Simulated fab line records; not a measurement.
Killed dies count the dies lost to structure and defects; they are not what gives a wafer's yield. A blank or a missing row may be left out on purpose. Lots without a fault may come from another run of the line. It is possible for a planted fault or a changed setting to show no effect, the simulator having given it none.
fab line records	flow ritCmos
[record] lots = 5	wafers = 23
route steps=202 shown ACTIVE@4 FOX2@23 NWELL@29 PWELL@39 WELLDRIVE@50 NRETRO@55 PRETRO@65
startH: hours from the record's opening day to when the first of the lot's shown wafers began	waitH: time in hours since the lot's previous step	" repeats the value in the row above	L1.1+2: a row that stands for several wafers	- no value present, or no start provided	* or withheld: withheld	< > ~ a bound
route shown NAME@n: names a module that has steps shown in the file, with the first one's number in the route	usual: mean and standard deviation over wafers with no fault	same: alike in all rows	chamber/n: place in a boat	sites: readings site by site	_std_site: how widely they spread, as a standard deviation	_edge_site: mean of outer sites minus mean of inner sites	radiusMm: for every site, how far away it sits from the centre of the wafer	mask NAME#n: copy n	behind: the last tool/chamber to shape the wafer	hold: what put the lot on hold/how long, in hours/how the hold closed	device: the n, p or np transistor that did not switch	end of line: tests of these same wafers at the route's end	for a step that has no rows: nothing shown but its recipe	killed: the dies lost at the first sort to structure and to defects; this is not the yield of the wafer	map: per-die view of a wafer (x killed, . not killed, _ where there is no die)
set.NAME: the setting that was run; set.NAME@STEP: the one run at that earlier step	model.NAME: the simulator's own value behind a step, which no gauge read
lots where settings were altered on purpose, with a table for each step and a row for each wafer
[[steps]]
[step RIT_ACTIVE_CVD_03]
[recipe] material = Si3N4	targetThkNm = 150	tempC = 810	precursor = SiH2Cl2/NH3	timeS = 1500	pressureMtorr = 300	sih2cl2FlowSccm = 60	nh3FlowSccm = 150
lot.wafer	tool	chamber	startH	waitH	set.pressureMtorr	model.Si3N4_of_ACTIVE_CVD_03.thkNm
L075.2+6	-	-	-	0.0	300	151
L075.3	"	-	"	"	300	150.6
L075.4+5	"	-	"	"	300	150.8
L077.1	-	-	-	0.1	264.8	144.5
L077.2	"	-	"	"	264.8	144.6
L077.4	"	-	"	"	264.8	143.8
L077.5	"	-	"	"	264.8	143.7
L077.6	"	-	"	"	264.8	143.4
L079.1	-	-	-	0.1	335.7	154
L079.2	"	-	"	"	335.7	155
L079.3	"	-	"	"	335.7	153.1
L079.4	"	-	"	"	335.7	154.2
L079.5	"	-	"	"	335.7	154.8
L083.1	lpcvd-01	1	57.11	0.1	300	148.7
L083.3	"	1	"	"	300	147.8
L083.5	"	1	"	"	300	147.5
L085.1	-	-	-	0.1	327.1	155
L085.2	"	-	"	"	327.1	154.3
L085.3	"	-	"	"	327.1	155.4
L085.4	"	-	"	"	327.1	154.5
L085.6	"	-	"	"	327.1	155.3
[step RIT_ACTIVE_THK_MEAS_04]
[recipe] reads = Si3N4_of_ACTIVE_CVD_03
[usual] ACTIVE_NITRIDE_THK = 149.6/1.2
lot.wafer	tool	chamber	startH	waitH	set.pressureMtorr@ACTIVE_CVD_03	ACTIVE_NITRIDE_THK[nm]
L075.2	filmMetro-01	-	-	-	300	151.1
L075.3	"	-	"	"	300	150.5
L075.4	"	-	"	"	300	150.8
L075.5	"	-	"	"	300	150.9
L075.6	"	-	"	"	300	151.0
L077.1	filmMetro-01	-	-	-	264.8	144.5
L077.2	"	-	"	"	264.8	144.5
L077.4	"	-	"	"	264.8	143.9
L077.5	"	-	"	"	264.8	143.7
L077.6	"	-	"	"	264.8	143.4
L079.1	filmMetro-03	-	-	-	335.7	154.1
L079.2	"	-	"	"	335.7	155.0
L079.3	"	-	"	"	335.7	153.1
L079.4	"	-	"	"	335.7	154.2
L079.5	"	-	"	"	335.7	154.9
L083.1	filmMetro-02	-	58.53	0.0	300	148.6
L083.3	"	-	"	"	300	147.8
L083.5	"	-	"	"	300	147.5
L085.1	filmMetro-02	-	-	-	327.1	155.0
L085.2	"	-	"	"	327.1	154.3
L085.3	"	-	"	"	327.1	155.3
L085.4	"	-	"	"	327.1	154.6
L085.6	"	-	"	"	327.1	155.3
[step RIT_ACTIVE_COAT_06]
[recipe] resist = NOVOLAK	spinRpm = 3250	resistThkNm = 1000
lot.wafer	tool	chamber	startH	waitH	set.resistThkNm	model.NOVOLAK_of_ACTIVE_COAT_06.thkNm
L075.2+3	lithoTrack-04	0	19.47	0.1	1000	1001
L075.4	"	0	"	"	1000	1000
L075.5	"	0	"	"	1000	997.4
L075.6	"	0	"	"	1000	998.4
L077.1	lithoTrack-04	0	28.74	0.1	946.6	942.7
L077.2	"	0	"	"	1000	995.7
L077.4	"	0	"	"	1000	998.8
L077.5	"	0	"	"	946.6	943.4
L077.6	"	0	"	"	946.6	942.2
L079.1	lithoTrack-04	0	39.45	0.1	951.2	953.1
L079.2	"	0	"	"	1000	998.4
L079.3	"	0	"	"	1000	995.2
L079.4	"	0	"	"	951.2	951
L079.5	"	0	"	"	951.2	950
L083.1+3	lithoTrack-03	0	58.74	0.1	1000	993.5
L083.5	"	0	"	"	1000	993.7
L085.1	lithoTrack-03	0	70.75	0.1	1000	996.6
L085.2	"	0	"	"	952.3	947.3
L085.3	"	0	"	"	1000	993.4
L085.4	"	0	"	"	952.3	946.5
L085.6	"	0	"	"	952.3	948.1
[step RIT_ACTIVE_SOFTBAKE_07]
[recipe] resist = NOVOLAK	tempC = 90	timeS = 60
[step RIT_ACTIVE_EXPOSE_08]
[recipe] maskId = M1	na = 0.6	sourceShape = conventional	sigmaOuter = 0.6	targetCdNm = 1400	doseMj = 225
[step RIT_ACTIVE_PEB_09]
[recipe] resist = NOVOLAK	tempC = withheld	timeS = withheld
[step RIT_ACTIVE_DEVELOP_10]
[recipe] resist = NOVOLAK	developTimeS = 50	devTempC = 23.73
[step RIT_ACTIVE_CD_MEAS_11]
[recipe] targetCdNm = 1400
[usual] cdNm = 1399.3/2.3
lot.wafer	tool	chamber	startH	waitH	set.resistThkNm@ACTIVE_COAT_06	cdNm
L075.2	cdSem-02	-	20.17	-	1000	1398.7
L075.3	"	-	"	"	1000	1399.3
L075.4	"	-	"	"	1000	1399.4
L075.5	"	-	"	"	1000	1397.6
L075.6	"	-	"	"	1000	1398.1
L077.1	cdSem-01	-	29.44	-	946.6	1391.4
L077.2	"	-	"	"	1000	1397.3
L077.4	"	-	"	"	1000	1396.7
L077.5	"	-	"	"	946.6	1393.7
L077.6	"	-	"	"	946.6	1395.3
L079.1	cdSem-01	-	40.15	-	951.2	1394.6
L079.2	"	-	"	"	1000	1399.8
L079.3	"	-	"	"	1000	1399.5
L079.4	"	-	"	"	951.2	1395.4
L079.5	"	-	"	"	951.2	1395.7
L083.1	cdSem-01	-	59.56	-	1000	1396.1
L083.3	"	-	"	"	1000	1393.4
L083.5	"	-	"	"	1000	1395.9
L085.1	cdSem-01	-	71.57	-	1000	1400.4
L085.2	"	-	"	"	952.3	1397.2
L085.3	"	-	"	"	1000	1402.9
L085.4	"	-	"	"	952.3	1398.2
L085.6	"	-	"	"	952.3	1397.3
[step RIT_ACTIVE_HARDBAKE_12]
[recipe] resist = NOVOLAK	tempC = 140	timeS = 60
lot.wafer	tool	chamber	startH	waitH	set.resistThkNm@ACTIVE_COAT_06	model.NOVOLAK_of_ACTIVE_COAT_06.thkNm
L075.2	lithoTrack-03	0	20.29	0.1	1000	885
L075.3	"	0	"	"	1000	884.5
L075.4	"	0	"	"	1000	884
L075.5	"	0	"	"	1000	881.4
L075.6	"	0	"	"	1000	882.4
L077.1	lithoTrack-03	0	29.56	0.1	946.6	833.7
L077.2	"	0	"	"	1000	880
L077.4	"	0	"	"	1000	882.8
L077.5	"	0	"	"	946.6	834.3
L077.6	"	0	"	"	946.6	833.2
L079.1	lithoTrack-03	0	40.27	0.1	951.2	842.8
L079.2	"	0	"	"	1000	882.4
L079.3	"	0	"	"	1000	879.6
L079.4	"	0	"	"	951.2	840.8
L079.5	"	0	"	"	951.2	840.1
L083.1+3	lithoTrack-04	0	59.68	0.1	1000	878.1
L083.5	"	0	"	"	1000	878.3
L085.1	lithoTrack-03	0	71.69	0.1	1000	880.8
L085.2	"	0	"	"	952.3	837.7
L085.3	"	0	"	"	1000	877.9
L085.4	"	0	"	"	952.3	837
L085.6	"	0	"	"	952.3	838.4
[step RIT_ACTIVE_ETCH_13]
[recipe] stopOn = SiO2	chemistry = SF6	target = Si3N4	timeS = 210	overEtchFrac = 0.4	SF6_flow_sccm = 200	pressureMtorr = 260	rfW = 125	targetDepthA = 2100
lot.wafer	tool	chamber	startH	waitH	set.pressureMtorr	set.pressureMtorr@ACTIVE_CVD_03	model.etch.depthNm
L075.2+6	rieDiel-01	0	20.42	0.1	297.3	300	151
L075.3	"	2	"	"	297.3	300	150.6
L075.4+5	"	3,1	"	"	297.3	300	150.8
L077.1	rieDiel-02	0	29.71	0.1	298.9	264.8	144.5
L077.2+6	"	2	"	"	298.9	264.8	-
L077.4	"	1	"	"	298.9	264.8	143.8
L077.5	"	3	"	"	298.9	264.8	143.7
L079.1+2+3	rieDiel-01	3,1,0	40.42	0.1	287.8	335.7	-
L079.4	"	3	"	"	287.8	335.7	154.2
L079.5	"	0	"	"	287.8	335.7	154.8
L083.1	rieDiel-03	1	59.83	0.1	260	300	148.7
L083.3	"	3	"	"	260	300	147.8
L083.5	"	0	"	"	260	300	147.5
L085.1	rieDiel-01	2	71.84	0.1	232.5	327.1	155
L085.2	"	1	"	"	232.5	327.1	154.3
L085.3	"	0	"	"	232.5	327.1	155.4
L085.4	"	0	"	"	232.5	327.1	154.5
L085.6	"	2	"	"	232.5	327.1	155.3
[step RIT_ACTIVE_STRIP_14]
[recipe] chemistry = O2	timeS = 180	resist = NOVOLAK	platenTempC = withheld	powerW = 500	pressureMtorr = 4000	o2FlowSccm = 4000
[step RIT_ACTIVE_CD_MEAS_90]
[recipe] targetCdNm = 1400
[usual] cdNm = 1399.3/2.4
lot.wafer	tool	chamber	startH	waitH	set.resistThkNm@ACTIVE_COAT_06	cdNm
L075.2	cdSem-01	-	20.75	0.1	1000	1398.7
L075.3	"	-	"	"	1000	1398.7
L075.4	"	-	"	"	1000	1398.9
L075.5	"	-	"	"	1000	1397.4
L075.6	"	-	"	"	1000	1398.2
L077.1	cdSem-01	-	30.02	0.1	946.6	1391.3
L077.2	"	-	"	"	1000	1397.3
L077.4	"	-	"	"	1000	1396.9
L077.5	"	-	"	"	946.6	1393.9
L077.6	"	-	"	"	946.6	1395.2
L079.1	cdSem-01	-	40.73	0.1	951.2	1394.8
L079.2	"	-	"	"	1000	1399.7
L079.3	"	-	"	"	1000	1399.7
L079.4	"	-	"	"	951.2	1395.5
L079.5	"	-	"	"	951.2	1395.7
L083.1	cdSem-02	-	60.14	0.1	1000	1395.6
L083.3	"	-	"	"	1000	1393.0
L083.5	"	-	"	"	1000	1395.8
L085.1	cdSem-01	-	72.15	0.1	1000	1400.5
L085.2	"	-	"	"	952.3	1396.9
L085.3	"	-	"	"	1000	1402.8
L085.4	"	-	"	"	952.3	1398.8
L085.6	"	-	"	"	952.3	1397.7
[step RIT_FOX2_OXIDATION_00]
[recipe] tempC = 1100	ambient = H2O	targetThkA = 3507	pH2oTorr = 720	oxTimeS = 1130
lot.wafer	tool	chamber	startH	waitH	set.tempC	model.SiO2_of_FOX2_OXIDATION_00.thkNm
L075.2	-	-	-	0.0	1076	305.5
L075.3	"	-	"	"	1076	306.1
L075.4	"	-	"	"	1076	310.4
L075.5	"	-	"	"	1076	301
L075.6	"	-	"	"	1076	303.7
L077.1	-	-	-	0.0	1073	311.4
L077.2	"	-	"	"	1073	304.1
L077.4	"	-	"	"	1073	303.8
L077.5	"	-	"	"	1073	305.9
L077.6	"	-	"	"	1073	312.2
L079.1	-	-	-	0.7	1112	377.1
L079.2	"	-	"	"	1112	379
L079.3	"	-	"	"	1112	383.8
L079.4	"	-	"	"	1112	376.8
L079.5	"	-	"	"	1112	380.7
L083.1	furnace-02	0	62.15	0.0	1100	348.5
L083.3	"	0	"	"	1100	350.2
L083.5	"	0	"	"	1100	353.7
L085.1	-	-	-	0.6	1119	376.3
L085.2	"	-	"	"	1119	378.3
L085.3	"	-	"	"	1119	368.4
L085.4	"	-	"	"	1119	379.8
L085.6	"	-	"	"	1119	379.2
[step RIT_FOX2_THK_MEAS_01]
[recipe] reads = SiO2_of_FOX2_OXIDATION_00
[usual] FOX2_OXIDE_THK = 350/5.2
lot.wafer	tool	chamber	startH	waitH	set.tempC@FOX2_OXIDATION_00	FOX2_OXIDE_THK[nm]
L075.2	filmMetro-04	-	-	-	1076	306
L075.3	"	-	"	"	1076	306
L075.4	"	-	"	"	1076	310
L075.5	"	-	"	"	1076	301
L075.6	"	-	"	"	1076	304
L077.1	filmMetro-03	-	-	-	1073	312
L077.2	"	-	"	"	1073	304
L077.4	"	-	"	"	1073	304
L077.5	"	-	"	"	1073	306
L077.6	"	-	"	"	1073	312
L079.1	filmMetro-04	-	-	-	1112	377
L079.2	"	-	"	"	1112	379
L079.3	"	-	"	"	1112	384
L079.4	"	-	"	"	1112	377
L079.5	"	-	"	"	1112	381
L083.1	filmMetro-01	-	63.46	0.0	1100	348
L083.3	"	-	"	"	1100	350
L083.5	"	-	"	"	1100	354
L085.1	filmMetro-01	-	-	-	1119	376
L085.2	"	-	"	"	1119	378
L085.3	"	-	"	"	1119	368
L085.4	"	-	"	"	1119	380
L085.6	"	-	"	"	1119	379
[step RIT_FOX2_CLEAN_02]
[recipe] chemistry = dHF	dilution = 50:1	timeS = 180
[step RIT_FOX2_WET_ETCH_03]
[recipe] chemistry = H3PO4	target = Si3N4	targetDepthNm = 195	tempC = 165	timeS = 2700
[step RIT_FOX2_THK_MEAS_90]
[recipe] reads = SiO2_of_FOX2_OXIDATION_00
[usual] FIELD_OXIDE_LEFT_1_THK = 323/5.2
lot.wafer	tool	chamber	startH	waitH	set.tempC@FOX2_OXIDATION_00	FIELD_OXIDE_LEFT_1_THK[nm]
L075.2	filmMetro-04	-	25.49	0.0	1076	278
L075.3	"	-	"	"	1076	279
L075.4	"	-	"	"	1076	283
L075.5	"	-	"	"	1076	273
L075.6	"	-	"	"	1076	276
L077.1	filmMetro-04	-	34.26	0.0	1073	284
L077.2	"	-	"	"	1073	277
L077.4	"	-	"	"	1073	276
L077.5	"	-	"	"	1073	279
L077.6	"	-	"	"	1073	285
L079.1	filmMetro-01	-	45.57	0.0	1112	349
L079.2	"	-	"	"	1112	351
L079.3	"	-	"	"	1112	356
L079.4	"	-	"	"	1112	349
L079.5	"	-	"	"	1112	353
L083.1	filmMetro-01	-	64.41	0.0	1100	321
L083.3	"	-	"	"	1100	323
L083.5	"	-	"	"	1100	326
L085.1	filmMetro-03	-	77.02	0.0	1119	349
L085.2	"	-	"	"	1119	351
L085.3	"	-	"	"	1119	341
L085.4	"	-	"	"	1119	352
L085.6	"	-	"	"	1119	352
[step RIT_NWELL_COAT_01]
[recipe] resist = NOVOLAK	spinRpm = 2000	resistThkNm = 1300
lot.wafer	tool	chamber	startH	waitH	set.spinRpm	model.NOVOLAK_of_NWELL_COAT_01.thkNm
L075.2+6	lithoTrack-01	0	25.72	0.1	2000	1303
L075.3	"	0	"	"	2000	1307
L075.4	"	0	"	"	2000	1304
L075.5	"	0	"	"	2000	1305
L077.1+6	lithoTrack-02	0	34.47	0.1	2000	1299
L077.2	"	0	"	"	2000	1298
L077.4	"	0	"	"	2047	1281
L077.5	"	0	"	"	2047	1285
L079.1+4	lithoTrack-02	0	45.78	0.1	2000	1300
L079.2	"	0	"	"	2000	1302
L079.3	"	0	"	"	2000	1301
L079.5	"	0	"	"	2000	1298
L083.1+5	lithoTrack-04	0	64.62	0.1	2000	1298
L083.3	"	0	"	"	2000	1296
L085.1	lithoTrack-01	0	77.23	0.1	1924	1323
L085.2	"	0	"	"	2000	1298
L085.3	"	0	"	"	1924	1325
L085.4	"	0	"	"	1924	1324
L085.6	"	0	"	"	2000	1301
[step RIT_NWELL_SOFTBAKE_02]
[recipe] resist = NOVOLAK	tempC = 90	timeS = 60
[step RIT_NWELL_EXPOSE_03]
[recipe] maskId = M2	na = 0.57	targetCdNm = 43900	doseMj = 250
[step RIT_NWELL_DEVELOP_05]
[recipe] resist = NOVOLAK	developTimeS = 68	devTempC = 23
[step RIT_NWELL_HARDBAKE_07]
[recipe] resist = NOVOLAK	tempC = 140	timeS = 120
lot.wafer	tool	chamber	startH	waitH	set.spinRpm@NWELL_COAT_01	model.NOVOLAK_of_NWELL_COAT_01.thkNm
L075.2	lithoTrack-01	0	26.50	0.1	2000	1139
L075.3	"	0	"	"	2000	1143
L075.4+6	"	0	"	"	2000	1140
L075.5	"	0	"	"	2000	1141
L077.1+6	lithoTrack-02	0	35.36	0.0	2000	1136
L077.2	"	0	"	"	2000	1135
L077.4	"	0	"	"	2047	1121
L077.5	"	0	"	"	2047	1124
L079.1+4	lithoTrack-01	0	46.75	0.2	2000	1137
L079.2+3	"	0	"	"	2000	1138
L079.5	"	0	"	"	2000	1135
L083.1+5	lithoTrack-02	0	65.39	0.0	2000	1135
L083.3	"	0	"	"	2000	1133
L085.1+4	lithoTrack-01	0	77.99	0.0	1924	1157
L085.2	"	0	"	"	2000	1136
L085.3	"	0	"	"	1924	1159
L085.6	"	0	"	"	2000	1138
[step RIT_NWELL_IMPLANT_08]
[recipe] species = P	energyKev = 170	doseCm2 = 5e+13	tiltDeg = 7
lot.wafer	tool	chamber	startH	waitH	set.doseCm2
L075.2+3+4+5+6	implanter-04	0	26.73	0.2	5e+13
L077.1+2+5	implanter-01	0	35.61	0.2	5.197e+13
L077.4+6	"	0	"	"	5e+13
L079.1+3	implanter-04	0	47.00	0.2	5e+13
L079.2+4+5	"	0	"	"	4.864e+13
L083.1+3+5	implanter-04	0	65.64	0.2	5e+13
L085.1+3+6	implanter-03	0	78.24	0.2	5e+13
L085.2+4	"	0	"	"	5.224e+13
[step RIT_NWELL_STRIP_09]
[recipe] chemistry = O2	timeS = 180	resist = NOVOLAK	platenTempC = withheld	powerW = 500	pressureMtorr = 4000	o2FlowSccm = 4000
[step RIT_NWELL_TW_MEAS_10]
[usual] NWELL_TW = 2135/14
lot.wafer	tool	chamber	startH	waitH	set.doseCm2@NWELL_IMPLANT_08	NWELL_TW
L075.2	filmMetro-04	-	27.04	0.1	5e+13	2148
L075.3	"	-	"	"	5e+13	2141
L075.4	"	-	"	"	5e+13	2151
L075.5	"	-	"	"	5e+13	2153
L075.6	"	-	"	"	5e+13	2153
L077.1	filmMetro-02	-	35.93	0.1	5.197e+13	2181
L077.2	"	-	"	"	5.197e+13	2180
L077.4	"	-	"	"	5e+13	2140
L077.5	"	-	"	"	5.197e+13	2171
L077.6	"	-	"	"	5e+13	2154
L079.1	filmMetro-02	-	47.33	0.1	5e+13	2152
L079.2	"	-	"	"	4.864e+13	2125
L079.3	"	-	"	"	5e+13	2147
L079.4	"	-	"	"	4.864e+13	2124
L079.5	"	-	"	"	4.864e+13	2139
L083.1	filmMetro-02	-	65.96	0.1	5e+13	2136
L083.3	"	-	"	"	5e+13	2131
L083.5	"	-	"	"	5e+13	2127
L085.1	filmMetro-03	-	78.57	0.1	5e+13	2126
L085.2	"	-	"	"	5.224e+13	2151
L085.3	"	-	"	"	5e+13	2123
L085.4	"	-	"	"	5.224e+13	2156
L085.6	"	-	"	"	5e+13	2120
[step RIT_PWELL_HMDS_00]
[recipe] primeTimeS = 60	primeTempC = 140
[step RIT_PWELL_COAT_01]
[recipe] resist = NOVOLAK	spinRpm = 2000	resistThkNm = 1300
[step RIT_WELLDRIVE_ANNEAL_00]
[recipe] tempC = 1100	timeS = 14700	ambient = N2
[step RIT_WELLDRIVE_RS_MEAS_01]
[recipe] thkMeasGauge = four-point-probe
[usual] NWELL_RS = 275.5/0.9
lot.wafer	tool	chamber	startH	waitH	set.doseCm2@NWELL_IMPLANT_08	NWELL_RS[ohm/sq]
L075.2	filmMetro-02	-	33.87	0.0	5e+13	274.6
L075.3	"	-	"	"	5e+13	274.4
L075.4	"	-	"	"	5e+13	273.3
L075.5	"	-	"	"	5e+13	274.5
L075.6	"	-	"	"	5e+13	275.0
L077.1	filmMetro-04	-	43.38	0.0	5.197e+13	268.2
L077.2	"	-	"	"	5.197e+13	267.9
L077.4	"	-	"	"	5e+13	275.2
L077.5	"	-	"	"	5.197e+13	268.7
L077.6	"	-	"	"	5e+13	274.9
L079.1	filmMetro-04	-	54.05	0.0	5e+13	274.0
L079.2	"	-	"	"	4.864e+13	279.2
L079.3	"	-	"	"	5e+13	274.6
L079.4	"	-	"	"	4.864e+13	278.6
L079.5	"	-	"	"	4.864e+13	279.1
L083.1	filmMetro-02	-	72.99	0.0	5e+13	275.7
L083.3	"	-	"	"	5e+13	276.1
L083.5	"	-	"	"	5e+13	276.0
L085.1	filmMetro-04	-	85.56	0.0	5e+13	275.4
L085.2	"	-	"	"	5.224e+13	268.4
L085.3	"	-	"	"	5e+13	275.7
L085.4	"	-	"	"	5.224e+13	268.7
L085.6	"	-	"	"	5e+13	274.8
[step RIT_NRETRO_SOFTBAKE_02]
[recipe] resist = NOVOLAK	tempC = 90	timeS = 60
lot.wafer	tool	chamber	startH	waitH	set.tempC
L075.2+3+4+5+6	lithoTrack-01	0	34.42	0.1	90
L077.1+2+4	lithoTrack-02	0	43.92	0.1	90
L077.5+6	"	0	"	"	91.83
L079.1+5	lithoTrack-01	0	54.59	0.1	93.2
L079.2+3+4	"	0	"	"	90
L083.1+3+5	lithoTrack-02	0	73.59	0.1	90
L085.1+6	lithoTrack-02	0	86.10	0.1	90
L085.2+3+4	"	0	"	"	88.18
[step RIT_NRETRO_EXPOSE_03]
[recipe] maskId = M4	na = 0.57	targetCdNm = 43900	doseMj = 250
[step RIT_NRETRO_PEB_04]
[recipe] resist = NOVOLAK	tempC = withheld	timeS = withheld
[step RIT_NRETRO_DEVELOP_05]
[recipe] resist = NOVOLAK	developTimeS = 68	devTempC = 23
lot.wafer	tool	chamber	startH	waitH	set.tempC@NRETRO_SOFTBAKE_02	model.NOVOLAK_of_NRETRO_COAT_01.thkNm
L075.2	lithoTrack-03	0	-	-	90	1294
L075.3	"	0	"	"	90	1295
L075.4+5	"	0	"	"	90	1298
L075.6	"	0	"	"	90	1297
L077.1	lithoTrack-01	0	-	-	90	1303
L077.2	"	0	"	"	90	1298
L077.4	"	0	"	"	90	1299
L077.5	"	0	"	"	91.83	1291
L077.6	"	0	"	"	91.83	1292
L079.1	lithoTrack-01	0	-	-	93.2	1284
L079.2	"	0	"	"	90	1295
L079.3	"	0	"	"	90	1294
L079.4	"	0	"	"	90	1292
L079.5	"	0	"	"	93.2	1280
L083.1	lithoTrack-02	0	-	-	90	1298
L083.3	"	0	"	"	90	1299
L083.5	"	0	"	"	90	1301
L085.1	lithoTrack-01	0	-	-	90	1298
L085.2	"	0	"	"	88.18	1303
L085.3	"	0	"	"	88.18	1301
L085.4	"	0	"	"	88.18	1305
L085.6	"	0	"	"	90	1296
[step RIT_PRETRO_COAT_01]
[recipe] resist = NOVOLAK	spinRpm = 2000	resistThkNm = 1300
lot.wafer	tool	chamber	startH	waitH	set.resistThkNm	model.NOVOLAK_of_PRETRO_COAT_01.thkNm
L075.2	lithoTrack-03	0	35.84	0.1	1300	1298
L075.3	"	0	"	"	1325	1323
L075.4	"	0	"	"	1325	1321
L075.5	"	0	"	"	1300	1295
L075.6	"	0	"	"	1300	1296
L077.1+2	lithoTrack-03	0	45.45	0.1	1300	1301
L077.4+5	"	0	"	"	1300	1300
L077.6	"	0	"	"	1300	1296
L079.1	lithoTrack-02	0	56.24	0.1	1247	1245
L079.2	"	0	"	"	1247	1247
L079.3	"	0	"	"	1300	1297
L079.4	"	0	"	"	1247	1242
L079.5	"	0	"	"	1300	1301
L083.1	lithoTrack-02	0	75.12	0.1	1300	1295
L083.3	"	0	"	"	1300	1297
L083.5	"	0	"	"	1300	1294
L085.1	lithoTrack-03	0	87.75	0.1	1300	1297
L085.2	"	0	"	"	1300	1298
L085.3	"	0	"	"	1334	1336
L085.4	"	0	"	"	1334	1332
L085.6	"	0	"	"	1334	1335
[[key]]
[split] step = RIT_ACTIVE_CVD_03	setting = pressureMtorr	stated = 300	by = lot
[response] step = RIT_ACTIVE_CVD_03	reading = model.Si3N4_of_ACTIVE_CVD_03.thkNm	change = +0.465	per = 1%	r = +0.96
[response] step = RIT_ACTIVE_THK_MEAS_04	reading = ACTIVE_NITRIDE_THK	change = +0.467	per = 1%	r = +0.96
[response] step = RIT_ACTIVE_ETCH_13	reading = model.etch.depthNm	change = +0.494	per = 1%	r = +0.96
[split] step = RIT_ACTIVE_COAT_06	setting = resistThkNm	stated = 1000	by = wafer
[response] step = RIT_ACTIVE_COAT_06	reading = model.NOVOLAK_of_ACTIVE_COAT_06.thkNm	change = +9.86	per = 1%	r = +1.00
[response] step = RIT_ACTIVE_CD_MEAS_11	reading = cdNm	change = +0.796	per = 1%	r = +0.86
[response] step = RIT_ACTIVE_HARDBAKE_12	reading = model.NOVOLAK_of_ACTIVE_COAT_06.thkNm	change = +8.62	per = 1%	r = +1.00
[response] step = RIT_ACTIVE_CD_MEAS_90	reading = cdNm	change = +0.787	per = 1%	r = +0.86
[split] step = RIT_ACTIVE_ETCH_13	setting = pressureMtorr	stated = 260	by = lot
response none clear
[split] step = RIT_FOX2_OXIDATION_00	setting = tempC	stated = 1100	by = lot
[response] step = RIT_FOX2_OXIDATION_00	reading = model.SiO2_of_FOX2_OXIDATION_00.thkNm	change = +18.8	per = 1%	r = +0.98
[response] step = RIT_FOX2_THK_MEAS_01	reading = FOX2_OXIDE_THK	change = +18.8	per = 1%	r = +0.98
[response] step = RIT_FOX2_THK_MEAS_90	reading = FIELD_OXIDE_LEFT_1_THK	change = +18.7	per = 1%	r = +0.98
[split] step = RIT_NWELL_COAT_01	setting = spinRpm	stated = 2000	by = wafer
[response] step = RIT_NWELL_COAT_01	reading = model.NOVOLAK_of_NWELL_COAT_01.thkNm	change = -6.46	per = 1%	r = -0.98
[response] step = RIT_NWELL_HARDBAKE_07	reading = model.NOVOLAK_of_NWELL_COAT_01.thkNm	change = -5.57	per = 1%	r = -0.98
[split] step = RIT_NWELL_IMPLANT_08	setting = doseCm2	stated = 5e+13	by = wafer
[response] step = RIT_NWELL_TW_MEAS_10	reading = NWELL_TW	change = +7.24	per = 1%	r = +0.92
[response] step = RIT_WELLDRIVE_RS_MEAS_01	reading = NWELL_RS	change = -1.62	per = 1%	r = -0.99
[split] step = RIT_NRETRO_SOFTBAKE_02	setting = tempC	stated = 90	by = wafer
[response] step = RIT_NRETRO_DEVELOP_05	reading = model.NOVOLAK_of_NRETRO_COAT_01.thkNm	change = -3.32	per = 1%	r = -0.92
[split] step = RIT_PRETRO_COAT_01	setting = resistThkNm	stated = 1300	by = wafer
[response] step = RIT_PRETRO_COAT_01	reading = model.NOVOLAK_of_PRETRO_COAT_01.thkNm	change = +13.5	per = 1%	r = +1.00
